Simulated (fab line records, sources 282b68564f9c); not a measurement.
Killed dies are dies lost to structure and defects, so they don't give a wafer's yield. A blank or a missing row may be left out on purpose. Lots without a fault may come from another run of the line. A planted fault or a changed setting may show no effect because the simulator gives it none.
fab line records | flow rit_cmos
record lots=6 wafers=18 last_day=6
route steps=202 shown PLDD@116 SPACER@125 NSD@131 PSD@142 SDANNEAL@153 SILICIDE@161 M1@202
lots that met no fault: from a run of the same line without faults
start_h: hours from the record's first day to the start of the lot's first wafer shown | wait_h: hours since the lot's step before | " the same as in the row above | L1.1+2: a row that stands for several wafers | - no value, or no start given | * or withheld: withheld | < > ~ a bound
route shown NAME@n: a module of which the file shows steps, and the number in the route of the first | usual: mean/standard deviation of fault-free wafers | same: alike in all rows | chamber/n: place in a boat | sites: the reading at each site | _std_site: their standard deviation | _edge_site: outer sites' mean less inner sites' | radius_mm: how far each site lies from the wafer's centre | mask NAME#n: copy n | behind: the tool/chamber that last shaped the wafer | hold: why the lot was held/for how many hours/how that ended | device: the transistor (n, p or np) that didn't switch | end of line: the same wafers' tests at the end of the route | a step without rows: its recipe alone | killed: dies lost to structure and defects at the first sort, not the wafer's yield | map: a wafer's dies, x killed, . not, _ none there
set.NAME: the setting as run; set.NAME@STEP: as run at that earlier step | model.NAME: the simulator's own value behind a step, which no gauge read
lots at some steps of the route; a table a step, a row a wafer
services: from which hour (start_h, from the record's first day; less than 0 if before it) a tool's chamber was out of use, for how many hours, and why
## steps
# step RIT_PLDD_SOFTBAKE_02
# recipe resist=NOVOLAK temp_c=90 time_s=60
# step RIT_PLDD_EXPOSE_03
# recipe mask_id=M8 na=0.57 target_cd_nm=40900 dose_mj=250
# step RIT_PLDD_PEB_04
# recipe resist=NOVOLAK temp_c=withheld time_s=withheld
# step RIT_PLDD_DEVELOP_05
# recipe resist=NOVOLAK develop_time_s=50 dev_temp_c=23
# step RIT_PLDD_OVL_MEAS_06
# usual PLDD_OVL=-1.3/1.4
# columns lot.wafer tool chamber start_h wait_h PLDD_OVL[nm]
L397.2 overlay-01 - 66.05 - -2.5
L397.5 " - " " 0.2
L397.6 " - " " -0.5
L398.1 overlay-02 - 69.84 - -0.9
L398.3 " - " " -1.8
L398.5 " - " " -2.7
L400.1 overlay-01 - 78.64 - -1.7
L400.3 " - " " -3.7
L400.6 " - " " -3.0
L409.2 overlay-02 - 122.65 - -1.1
L409.3 " - " " -2.6
L409.4 " - " " -0.5
L410.3 overlay-01 - 125.27 - -1.9
L410.5 " - " " -0.5
L410.6 " - " " -0.7
L411.1 overlay-02 - 133.23 - -1.5
L411.4 " - " " -1.9
L411.5 " - " " 0.5
# step RIT_PLDD_HARDBAKE_07
# recipe resist=NOVOLAK temp_c=140 time_s=60
# step RIT_PLDD_IMPLANT_08
# recipe species=BF2 energy_kev=20 dose_cm2=9e+14 tilt_deg=7
# step RIT_PLDD_STRIP_09
# recipe chemistry=O2 time_s=180 resist=NOVOLAK platen_temp_c=withheld power_w=500 pressure_mtorr=4000 o2_flow_sccm=4000
# usual drypump_motor_current_A=5.6/0.31 rf_refl_power_W=6.8/1.8
# columns lot.wafer tool chamber start_h wait_h drypump_motor_current_A rf_hours_counter_h rf_refl_power_W
L397.2 plasma_asher-03 1 66.38 0.1 5.2 42 8.1
L397.5 " 1 " " 5.2 - 7.9
L397.6 " 0 " " 5.3 - 6.9
L398.1 plasma_asher-03 0 70.21 0.1 5.3 42 6.7
L398.3 " 0 " " 5.3 - 6.6
L398.5 " 1 " " 5.2 - 7.6
L400.1 plasma_asher-04 1 78.98 0.1 5.8 42 8.5
L400.3 " 1 " " 5.8 - 8.4
L400.6 " 1 " " 5.8 - 8.4
L409.2 plasma_asher-03 0 122.98 0.1 5.3 0 6.5
L409.3 " 0 " " 5.3 - 6.4
L409.4 " 1 " " 5.2 - 7.8
L410.3 plasma_asher-04 0 125.65 0.1 5.9 - 3.5
L410.5 " 0 " " 5.9 - 3.6
L410.6 " 1 " " 5.8 - 8.7
L411.1 plasma_asher-03 1 133.56 0.1 5.2 1 7.7
L411.4 " 1 " " 5.2 - 8.1
L411.5 " 0 " " 5.3 - 6.9
# step RIT_PLDD_TW_MEAS_10
# usual PLDD_TW=2340/9.9
# columns lot.wafer tool chamber start_h wait_h PLDD_TW
L397.2 film_metro-04 - 66.56 0.1 2328
L397.5 " - " " 2345
L397.6 " - " " 2340
L398.1 film_metro-03 - 70.38 0.1 2341
L398.3 " - " " 2330
L398.5 " - " " 2332
L400.1 film_metro-03 - 79.15 0.1 2334
L400.3 " - " " 2331
L400.6 " - " " 2332
L409.2 film_metro-04 - 123.17 0.1 2349
L409.3 " - " " 2343
L409.4 " - " " 2362
L410.3 film_metro-02 - 125.79 0.1 2340
L410.5 " - " " 2351
L410.6 " - " " 2360
L411.1 film_metro-02 - 133.74 0.1 2337
L411.4 " - " " 2343
L411.5 " - " " 2361
# step RIT_SPACER_CLEAN_00
# recipe chemistry=SC1 mix=3:3:50 time_s=623.6 temp_c=75
# step RIT_SPACER_CLEAN_01
# recipe chemistry=dHF dilution=50:1 time_s=30
# step RIT_SPACER_CLEAN_02
# recipe chemistry=SC2 mix=3:3:50 time_s=600 temp_c=75 dry=n2_spin
# step RIT_SPACER_CVD_03
# recipe material=Si3N4 target_thk_nm=250 temp_c=810 precursor=SiH2Cl2/NH3 time_s=3300 pressure_mtorr=300 sih2cl2_flow_sccm=60 nh3_flow_sccm=150
# usual spike_tc_centre_C=812.6/1.4
# columns lot.wafer tool chamber start_h wait_h spike_tc_centre_C model.Si3N4_of_SPACER_CVD_03.thk_nm
L397.2 lpcvd-02 0 67.01 0.0 814.5 251.6
L397.5 " 0 " " 814.4 249.7
L397.6 " 0 " " 812.8 249.6
L398.1 lpcvd-01 0 70.81 0.0 811.3 251
L398.3 " 0 " " 812.0 252.6
L398.5 " 0 " " 813.9 252.3
L400.1 lpcvd-02 0 79.58 0.0 815.8 246.7
L400.3 " 0 " " 813.1 249.4
L400.6 " 0 " " 814.6 249.8
L409.2 lpcvd-02 0 124.49 0.9 815.7 251.7
L409.3 " 0 " " 814.2 252.4
L409.4 " 0 " " 813.1 250.9
L410.3 lpcvd-01 0 126.22 0.0 824.3 284.9
L410.5 " 0 " " 823.3 283.8
L410.6 " 0 " " 826.3 280.8
L411.1 lpcvd-01 0 134.18 0.0 824.6 261.5
L411.4 " 0 " " 822.2 268.7
L411.5 " 0 " " 826.2 277.3
# step RIT_SPACER_THK_MEAS_04
# recipe reads=Si3N4_of_SPACER_CVD_03
# usual SPACER_NITRIDE_THK=250.0/2.2
# columns lot.wafer tool chamber start_h wait_h SPACER_NITRIDE_THK[nm]
L397.2 film_metro-01 - 68.94 0.0 251.4
L397.5 " - " " 249.7
L397.6 " - " " 249.7
L398.1 film_metro-01 - 72.73 0.0 251.0
L398.3 " - " " 252.5
L398.5 " - " " 252.4
L400.1 film_metro-03 - 81.49 0.0 246.6
L400.3 " - " " 249.4
L400.6 " - " " 249.7
L409.2 film_metro-03 - 126.42 0.0 251.9
L409.3 " - " " 252.4
L409.4 " - " " 251.1
L410.3 film_metro-01 - 128.16 0.0 284.9
L410.5 " - " " 283.7
L410.6 " - " " 280.7
L411.1 film_metro-01 - 136.10 0.0 261.3
L411.4 " - " " 268.8
L411.5 " - " " 277.4
# step RIT_SPACER_ETCHBACK_05
# recipe target_depth_a=2500 SF6_flow_sccm=30 CHF3_flow_sccm=30 target=Si3N4 chemistry=SF6/CHF3 pressure_mtorr=40 rf_w=250 time_s=240 stop_on=SiO2
# usual drypump_motor_current_A=5.7/0.56 oes_product_au=0.845/0.013 throttle_valve_pct=10.26/0.14
# columns lot.wafer tool chamber start_h wait_h drypump_motor_current_A oes_product_au rf_hours_counter_h throttle_valve_pct model.etch.depth_nm
L397.2 rie_diel-01 0 68.99 0.0 5.9 0.854 1 10.06 251.6
L397.5 " 3 " " 6.6 0.845 - 10.32 249.7
L397.6 " 0 " " 5.9 0.848 - 10.05 249.6
L398.1 rie_diel-02 3 72.79 0.1 6.0 0.825 6 10.24 251
L398.3 " 2 " " 5.3 0.862 163 10.18 252.6
L398.5 " 0 " " 6.3 0.859 - 10.29 252.3
L400.1 rie_diel-01 1 81.55 0.1 5.6 0.835 43 10.03 246.7
L400.3 " 0 " " 5.9 0.854 1 10.07 249.4
L400.6 " 1 " " 5.6 0.835 - 10.02 249.8
L409.2 rie_diel-02 2 126.47 0.0 5.3 0.862 0 10.23 251.7
L409.3 " 0 " " 6.3 0.858 84 10.29 252.4
L409.4 " 0 " " 6.3 0.853 - 10.30 250.9
L410.3 rie_diel-01 2 128.20 0.0 6.1 0.913 93 10.40 284.9
L410.5 " 2 " " 6.2 0.910 - 10.41 283.8
L410.6 " 1 " " 5.6 0.911 - 10.06 280.8
L411.1 rie_diel-02 1 136.16 0.1 5.0 0.860 78 10.39 261.5
L411.4 " 2 " " 5.3 0.907 - 10.24 268.7
L411.5 " 1 " " 5.0 0.910 - 10.40 277.3
# step RIT_NSD_HMDS_00
# recipe prime_time_s=60 prime_temp_c=140
# step RIT_NSD_COAT_01
# recipe resist=NOVOLAK spin_rpm=3250 resist_thk_nm=1000
# step RIT_NSD_SOFTBAKE_02
# recipe resist=NOVOLAK temp_c=90 time_s=60
# step RIT_NSD_EXPOSE_03
# recipe mask_id=M9 na=0.57 target_cd_nm=40700 dose_mj=250
# step RIT_NSD_PEB_04
# recipe resist=NOVOLAK temp_c=withheld time_s=withheld
# step RIT_NSD_DEVELOP_05
# recipe resist=NOVOLAK develop_time_s=50 dev_temp_c=23
# step RIT_NSD_OVL_MEAS_06
# usual NSD_OVL=0.2/1.2
# columns lot.wafer tool chamber start_h wait_h NSD_OVL[nm]
L397.2 overlay-02 - 70.13 - -0.1
L397.5 " - " " 0.0
L397.6 " - " " 0.2
L398.1 overlay-01 - 73.99 - -0.2
L398.3 " - " " -1.6
L398.5 " - " " -0.1
L400.1 overlay-01 - 82.55 - -0.2
L400.3 " - " " -0.9
L400.6 " - " " -0.8
L409.2 overlay-02 - 127.47 - -0.1
L409.3 " - " " -0.8
L409.4 " - " " 0.4
L410.3 overlay-01 - 129.47 - 1.1
L410.5 " - " " -0.2
L410.6 " - " " -0.3
L411.1 overlay-01 - 137.16 - -0.5
L411.4 " - " " 0.9
L411.5 " - " " 0.5
# step RIT_NSD_HARDBAKE_07
# recipe resist=NOVOLAK temp_c=138.8 time_s=60
# step RIT_NSD_IMPLANT_08
# recipe species=P energy_kev=25 dose_cm2=1e+15 tilt_deg=7
# step RIT_NSD_STRIP_09
# recipe chemistry=O2 time_s=180 resist=NOVOLAK platen_temp_c=withheld power_w=500 pressure_mtorr=4000 o2_flow_sccm=4000
# usual drypump_motor_current_A=5.5/0.42 rf_refl_power_W=7.4/0.89
# columns lot.wafer tool chamber start_h wait_h drypump_motor_current_A rf_hours_counter_h rf_refl_power_W
L397.2 plasma_asher-02 0 70.46 0.1 5.7 40 7.0
L397.5 " 1 " " 6.0 - 7.0
L397.6 " 0 " " 5.7 - 7.1
L398.1 plasma_asher-03 1 74.50 0.1 5.2 43 7.8
L398.3 " 1 " " 5.2 - 7.9
L398.5 " 1 " " 5.2 - 7.7
L400.1 plasma_asher-02 1 82.89 0.1 6.0 42 6.5
L400.3 " 0 " " 5.7 - 6.7
L400.6 " 0 " " 5.7 - 6.9
L409.2 plasma_asher-03 0 127.80 0.1 5.3 1 6.7
L409.3 " 1 " " 5.2 - 8.0
L409.4 " 0 " " 5.3 - 6.8
L410.3 plasma_asher-01 1 129.86 0.1 5.8 - 8.9
L410.5 " 0 " " 4.8 - 6.8
L410.6 " 1 " " 5.8 - 9.2
L411.1 plasma_asher-02 0 137.49 0.1 5.6 48 6.8
L411.4 " 0 " " 5.7 - 7.0
L411.5 " 0 " " 5.7 - 6.7
# step RIT_NSD_TW_MEAS_10
# usual NSD_TW=3112/13
# columns lot.wafer tool chamber start_h wait_h NSD_TW
L397.2 film_metro-04 - 70.64 0.1 3125
L397.5 " - " " 3113
L397.6 " - " " 3112
L398.1 film_metro-02 - 74.68 0.1 3103
L398.3 " - " " 3099
L398.5 " - " " 3108
L400.1 film_metro-03 - 83.07 0.1 3113
L400.3 " - " " 3110
L400.6 " - " " 3119
L409.2 film_metro-04 - 127.99 0.1 3138
L409.3 " - " " 3136
L409.4 " - " " 3125
L410.3 film_metro-02 - 129.99 0.1 3119
L410.5 " - " " 3118
L410.6 " - " " 3107
L411.1 film_metro-04 - 137.67 0.1 3136
L411.4 " - " " 3132
L411.5 " - " " 3112
# step RIT_PSD_HMDS_00
# recipe prime_time_s=60 prime_temp_c=140
# step RIT_PSD_COAT_01
# recipe resist=NOVOLAK spin_rpm=3250 resist_thk_nm=1000
# step RIT_PSD_SOFTBAKE_02
# recipe resist=NOVOLAK temp_c=90 time_s=60
# step RIT_PSD_EXPOSE_03
# recipe mask_id=M10 na=0.57 target_cd_nm=40900 dose_mj=250
# step RIT_PSD_PEB_04
# recipe resist=NOVOLAK temp_c=withheld time_s=withheld
# step RIT_PSD_DEVELOP_05
# recipe resist=NOVOLAK develop_time_s=50 dev_temp_c=23
# step RIT_PSD_OVL_MEAS_06
# usual PSD_OVL=-0.2/1.4
# columns lot.wafer tool chamber start_h wait_h PSD_OVL[nm]
L397.2 overlay-01 - 71.55 - 2.5
L397.5 " - " " 1.8
L397.6 " - " " 0.9
L398.1 overlay-01 - 75.71 - -0.5
L398.3 " - " " -1.4
L398.5 " - " " -1.2
L400.1 overlay-01 - 84.32 - 0.3
L400.3 " - " " -1.5
L400.6 " - " " -0.6
L409.2 overlay-01 - 129.09 - 1.8
L409.3 " - " " 0.4
L409.4 " - " " -1.0
L410.3 overlay-02 - 131.02 - 0.0
L410.5 " - " " 1.2
L410.6 " - " " 0.2
L411.1 overlay-01 - 138.58 - 0.2
L411.4 " - " " -0.2
L411.5 " - " " -1.0
# step RIT_PSD_HARDBAKE_07
# recipe resist=NOVOLAK temp_c=140 time_s=60
# step RIT_PSD_IMPLANT_08
# recipe species=BF2 energy_kev=27 dose_cm2=5.073e+15 tilt_deg=7
# step RIT_PSD_STRIP_09
# recipe chemistry=O2 time_s=180 resist=NOVOLAK platen_temp_c=withheld power_w=500 pressure_mtorr=4000 o2_flow_sccm=4000
# usual drypump_motor_current_A=5.7/0.43 rf_refl_power_W=7.2/1.9
# columns lot.wafer tool chamber start_h wait_h drypump_motor_current_A rf_hours_counter_h rf_refl_power_W
L397.2 plasma_asher-02 0 71.88 0.1 5.7 41 6.7
L397.5 " 0 " " 5.7 - 6.7
L397.6 " 1 " " 6.0 - 6.8
L398.1 plasma_asher-02 0 76.05 0.1 5.7 41 6.9
L398.3 " 0 " " 5.7 - 6.9
L398.5 " 1 " " 6.0 - 6.9
L400.1 plasma_asher-02 0 84.66 0.1 5.6 42 6.7
L400.3 " 0 " " 5.7 - 6.7
L400.6 " 0 " " 5.7 - 6.6
L409.2 plasma_asher-01 0 129.42 0.1 4.8 36 6.9
L409.3 " 1 " " 5.9 - 9.4
L409.4 " 0 " " 4.8 - 7.0
L410.3 plasma_asher-01 0 131.40 0.1 4.8 - 7.7
L410.5 " 1 " " 5.9 - 9.0
L410.6 " 0 " " 4.8 - 7.0
L411.1 plasma_asher-01 1 138.91 0.1 5.9 37 9.7
L411.4 " 1 " " 5.9 - 9.8
L411.5 " 1 " " 5.9 - 9.7
# step RIT_PSD_TW_MEAS_10
# usual PSD_TW=3422/14
# columns lot.wafer tool chamber start_h wait_h PSD_TW
L397.2 film_metro-02 - 72.06 0.1 3411
L397.5 " - " " 3396
L397.6 " - " " 3414
L398.1 film_metro-02 - 76.23 0.1 3406
L398.3 " - " " 3403
L398.5 " - " " 3409
L400.1 film_metro-03 - 84.83 0.1 3402
L400.3 " - " " 3403
L400.6 " - " " 3411
L409.2 film_metro-02 - 129.60 0.1 3437
L409.3 " - " " 3434
L409.4 " - " " 3431
L410.3 film_metro-02 - 131.54 0.1 3439
L410.5 " - " " 3418
L410.6 " - " " 3433
L411.1 film_metro-03 - 139.09 0.1 3408
L411.4 " - " " 3417
L411.5 " - " " 3405
# step RIT_SDANNEAL_CLEAN_00
# recipe chemistry=SC1 mix=3:3:50 time_s=600 temp_c=75
# step RIT_SDANNEAL_CLEAN_01
# recipe chemistry=dHF dilution=50:1 time_s=30
# step RIT_SDANNEAL_CLEAN_02
# recipe chemistry=SC2 mix=3:3:50 time_s=600 temp_c=75 dry=n2_spin
# step RIT_SDANNEAL_RTA_03
# recipe temp_c=1050 time_s=5 idle_temp_c=600 ramp_up_c_per_s=342 ramp_down_c_per_s=171 cool_to_c=600 ambient=N2
# usual wafer_temp_C_max=1053.4/1.1
# columns lot.wafer tool chamber start_h wait_h wafer_temp_C_max
L397.2 rtp_anneal-01 0 72.51 0.0 1052.5
L397.5 " 0 " " 1052.5
L397.6 " 0 " " 1055.3
L398.1 rtp_anneal-02 0 76.65 0.0 1054.6
L398.3 " 0 " " 1052.1
L398.5 " 0 " " 1054.6
L400.1 rtp_anneal-02 0 85.26 0.0 1052.3
L400.3 " 0 " " 1052.0
L400.6 " 0 " " 1051.5
L409.2 rtp_anneal-01 0 130.05 0.0 1053.8
L409.3 " 0 " " 1052.9
L409.4 " 0 " " 1052.9
L410.3 rtp_anneal-02 0 131.97 0.0 1052.0
L410.5 " 0 " " 1052.1
L410.6 " 0 " " 1052.7
L411.1 rtp_anneal-01 0 139.53 0.0 1052.0
L411.4 " 0 " " 1053.4
L411.5 " 0 " " 1052.1
# step RIT_SDANNEAL_RS_MEAS_04
# recipe thk_meas_gauge=four-point-probe
# usual PSD_RS=115.6/0.31
# columns lot.wafer tool chamber start_h wait_h PSD_RS[ohm/sq]
L397.2 film_metro-04 - 72.58 0.1 115.2
L397.5 " - " " 115.5
L397.6 " - " " 115.6
L398.1 film_metro-03 - 76.71 0.0 115.7
L398.3 " - " " 115.4
L398.5 " - " " 115.8
L400.1 film_metro-02 - 85.32 0.0 115.5
L400.3 " - " " 115.8
L400.6 " - " " 115.6
L409.2 film_metro-02 - 130.12 0.1 115.5
L409.3 " - " " 115.6
L409.4 " - " " 115.9
L410.3 film_metro-03 - 132.05 0.1 116.0
L410.5 " - " " 115.9
L410.6 " - " " 115.8
L411.1 film_metro-03 - 139.59 0.0 115.8
L411.4 " - " " 115.8
L411.5 " - " " 116.0
# step RIT_SILICIDE_WET_ETCH_00
# recipe chemistry=BOE target=SiO2 target_depth_nm=14 time_s=15 dry=n2_spin dilution=10:1 temp_c=21.5
# columns lot.wafer tool chamber start_h wait_h model.Si3N4_of_SPACER_CVD_03.thk_nm
L397.2 wet_bench-03 0 73.04 0.1 196.5
L397.5 " 0 " " 193.8
L397.6 " 0 " " 195
L398.1 wet_bench-04 1 77.19 0.1 193.9
L398.3 " 1 " " 197
L398.5 " 1 " " 195.8
L400.1 wet_bench-03 2 85.80 0.1 192.6
L400.3 " 2 " " 194.4
L400.6 " 2 " " 194.7
L409.2 wet_bench-02 1 130.58 0.1 196.3
L409.3 " 1 " " 196
L409.4 " 1 " " 195.5
L410.3 wet_bench-03 0 132.49 0.1 222.1
L410.5 " 0 " " 221.4
L410.6 " 0 " " 218.5
L411.1 wet_bench-02 2 140.07 0.1 202.8
L411.4 " 2 " " 209.6
L411.5 " 2 " " 215.5
# step RIT_M1_PROBE_99
# usual killed_at_front_end=6.7/2.6 killed_dies=6.8/2.6 killed_open=3.3/1.7 killed_short=3.4/2
# same gross_dies=264 killed_at_M0_to_M3=0 killed_at_M4_up=0 killed_at_back_side=0 killed_at_contacts=0 killed_at_other=0
# columns lot.wafer tool chamber start_h wait_h killed_at_front_end killed_dies killed_open killed_short model.etest.nmos_0p15.r_on_ohm_um model.etest.pplus_sal.width_nm model.etest.nplus_sal.width_nm model.etest.nwell_pinched.rs_ohm_sq model.etest.pwell_pinched.rs_ohm_sq model.etest.contact_nplus.end_ohm_um model.etest.field_p_metal.vt_v model.etest.diode_nplus_comb.leak_log10_a_cm2
L397.2 prober-02 - 79.96 0.1 4 4 2 2 1074 3450 3475 339.4 450.2 40.01 -29.37 -5.117
L397.5 prober-02 - 80.11 0.2 12 12 7 5 1093 3472 3468 344.4 453.7 40.4 -29.56 -4.887
L397.6 prober-02 - 80.16 0.2 5 5 1 4 1072 3471 3483 339 452.5 39.06 -29.44 -5.056
L398.1 prober-01 - 83.94 0.1 8 8 5 3 1197 3474 3476 346 445.7 40.92 -29.26 -5.285
L398.3 prober-01 - 84.04 0.2 11 11 1 10 1134 3445 3440 336.9 446.4 40.74 -29.28 -5.061
L398.5 prober-01 - 84.14 0.2 4 4 3 1 1146 3458 3452 342.6 454.5 41.37 -29.11 -5.221
L400.1 prober-01 - 92.69 0.1 8 8 5 2 1106 3464 3463 340.2 455.7 39.52 -30.18 -4.789
L400.3 prober-01 - 92.79 0.2 3 3 0 3 1091 3475 3490 338.6 452.2 40.91 -30.56 -5.068
L400.6 prober-01 - 92.94 0.2 5 5 3 2 1086 3481 3476 340.6 458.3 40.47 -30.96 -4.936
L409.2 prober-01 - 137.52 0.1 6 6 3 3 1060 3438 3454 341.1 455.9 40.01 -28.82 -5.306
L409.3 prober-01 - 137.57 0.2 3 3 1 1 1081 3458 3448 343.9 459.2 39.79 -28.79 -5.159
L409.4 prober-01 - 137.62 0.2 13 13 7 6 1092 3446 3461 343.8 451.3 39.52 -29.43 -5.115
L410.3 prober-01 - 139.73 0.2 8 8 4 4 1038 3392 3388 324.2 443.4 37.1 -30.69 -5.365
L410.5 prober-01 - 139.83 0.2 7 7 3 4 1045 3379 3385 321.5 442.8 36.28 -30.49 -5.504
L410.6 prober-01 - 139.88 0.2 4 4 2 2 1054 3386 3379 325.3 444.4 38.35 -30.8 -5.475
L411.1 prober-02 - 147.08 0.1 7 7 3 4 1134 3438 3456 340 456 40.32 -29.43 -5.101
L411.4 prober-02 - 147.23 0.2 13 13 4 9 1106 3430 3448 331.8 443.3 38.23 -30.42 -5.29
L411.5 prober-02 - 147.28 0.2 5 5 3 2 1124 3415 3411 327.4 437.2 38.78 -30.51 -5.444
# killed by level:class
L397.2 FOX2:geometric_particle:open=2 SPACER:geometric_particle:short=2
L397.5 GATE:geometric_particle:open=4 GATE:geometric_particle:short=2 SILICIDE:geometric_particle:short=2 ACTIVE:geometric_particle:open=1 FOX1:geometric_particle:open=1 REOX:geometric_particle:open=1 SPACER:geometric_particle:short=1
L397.6 GATE:geometric_particle:short=2 SPACER:geometric_particle:short=1 REOX:geometric_particle:open=1 SILICIDE:geometric_particle:short=1
L398.1 REOX:geometric_particle:short=2 FOX1:geometric_particle:short=1 FOX1:geometric_particle:open=1 GATE:geometric_particle:open=1 REOX:geometric_particle:open=1 SPACER:geometric_particle:open=1 SILICIDE:geometric_particle:open=1
L398.3 REOX:geometric_particle:short=6 GATE:geometric_particle:short=2 GATE:geometric_particle:open=1 SPACER:geometric_particle:short=1 SILICIDE:geometric_particle:short=1
L398.5 FOX1:geometric_particle:open=1 FOX1:geometric_particle:short=1 GATE:geometric_particle:open=1 SILICIDE:geometric_particle:open=1
L400.1 SILICIDE:geometric_particle:open=2 ACTIVE:geometric_particle:open=1 FOX1:geometric_particle:open=1 FOX1:geometric_particle:short=1 GATE:geometric_particle:short=1 SPACER:geometric_particle:open=1 NWELL:coat_microbubble_printed=1
L400.3 FOX2:geometric_particle:short=1 REOX:geometric_particle:short=1 SPACER:geometric_particle:short=1
L400.6 FOX1:geometric_particle:short=2 GATE:geometric_particle:open=2 FOX2:geometric_particle:open=1
L409.2 GATE:geometric_particle:short=2 FOX1:geometric_particle:open=1 REOX:geometric_particle:open=1 SPACER:geometric_particle:open=1 SILICIDE:geometric_particle:short=1
L409.3 REOX:geometric_particle:open=1 SILICIDE:geometric_particle:short=1 PSD:coat_microbubble_printed=1
L409.4 GATE:geometric_particle:short=3 GATE:geometric_particle:open=3 REOX:geometric_particle:short=2 REOX:geometric_particle:open=2 FOX1:geometric_particle:short=1 FOX1:geometric_particle:open=1 SILICIDE:geometric_particle:open=1
L410.3 GATE:geometric_particle:short=3 REOX:geometric_particle:open=2 FOX2:geometric_particle:short=1 GATE:geometric_particle:open=1 SPACER:geometric_particle:open=1
L410.5 GATE:geometric_particle:short=2 SPACER:geometric_particle:open=2 FOX1:geometric_particle:short=1 GATE:geometric_particle:open=1 REOX:geometric_particle:short=1
L410.6 FOX1:geometric_particle:open=2 FOX2:geometric_particle:short=1 GATE:geometric_particle:short=1
L411.1 GATE:geometric_particle:short=4 GATE:geometric_particle:open=2 FOX2:geometric_particle:open=1
L411.4 GATE:geometric_particle:short=3 FOX1:geometric_particle:short=2 FOX2:geometric_particle:short=2 REOX:geometric_particle:short=2 SILICIDE:geometric_particle:open=2 GATE:geometric_particle:open=1 REOX:geometric_particle:open=1
L411.5 GATE:geometric_particle:open=3 GATE:geometric_particle:short=1 SILICIDE:geometric_particle:short=1
## services
# columns tool chamber start_h hours kind
rie_diel-02 3 45.81 6.1 repair
lpcvd-02 - 50.99 2.8 pm
plasma_asher-04 - 62.96 15.9 pm
plasma_asher-02 - 67.06 1.2 repair
rie_diel-02 2 84.55 - clean
rie_diel-02 2 84.55 20.4 scheduled_down
rie_diel-02 2 84.55 20.4 vent_cycle
rie_diel-01 0 92.51 5.3 repair
plasma_asher-03 - 107.08 5.2 repair
plasma_asher-03 - 112.27 9.0 pm
plasma_asher-03 0 112.27 9.0 vent_cycle
plasma_asher-03 1 112.27 9.0 vent_cycle
rie_diel-02 3 121.12 15.6 repair
plasma_asher-03 0 121.27 - clean
plasma_asher-03 1 121.27 - clean
rie_diel-02 1 122.91 2.9 repair
rie_diel-02 - 137.36 2.8 pm
## key
first_sign step=RIT_SPACER_CVD_03 reading=spike_tc_centre_C direction=up sigmas=8.3 usual=812.6 struck=824.5
effect step=RIT_SPACER_THK_MEAS_04 reading=SPACER_NITRIDE_THK direction=up sigmas=12 usual=250.0 struck=276.1
effect step=RIT_SPACER_ETCHBACK_05 reading=oes_product_au direction=up sigmas=4.2 usual=0.845 struck=0.902 wafers_moved=5
model_effect step=RIT_SPACER_CVD_03 value=Si3N4_of_SPACER_CVD_03.thk_nm without=251.9 struck=276.2
model_effect step=RIT_SPACER_ETCHBACK_05 value=etch.depth_nm without=251.9 struck=276.2
model_effect step=RIT_SILICIDE_WET_ETCH_00 value=Si3N4_of_SPACER_CVD_03.thk_nm without=196 struck=215
model_effect step=RIT_M1_PROBE_99 value=etest.nmos_0p15.r_on_ohm_um without=1139 struck=1083
met_at RIT_SPACER_CVD_03
struck_wafers L410.3,L410.5,L410.6,L411.1,L411.4,L411.5
tester_left_out L410,L411
onset_between 70.81 126.22
fault kind=process_parameter_drift tool=lpcvd-01 chamber=0 onset_h=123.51 steps=RIT_SPACER_CVD_03 channel=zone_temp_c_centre offset=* shape=step end_h=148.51
# tester_left_out: of these lots the tester's yield and bins aren't shown, on N5 and GAA mostly nor the transistor test; their killed dies are dies lost to structure and defects alone, not to doping, threshold or leakage, so they don't give the yield
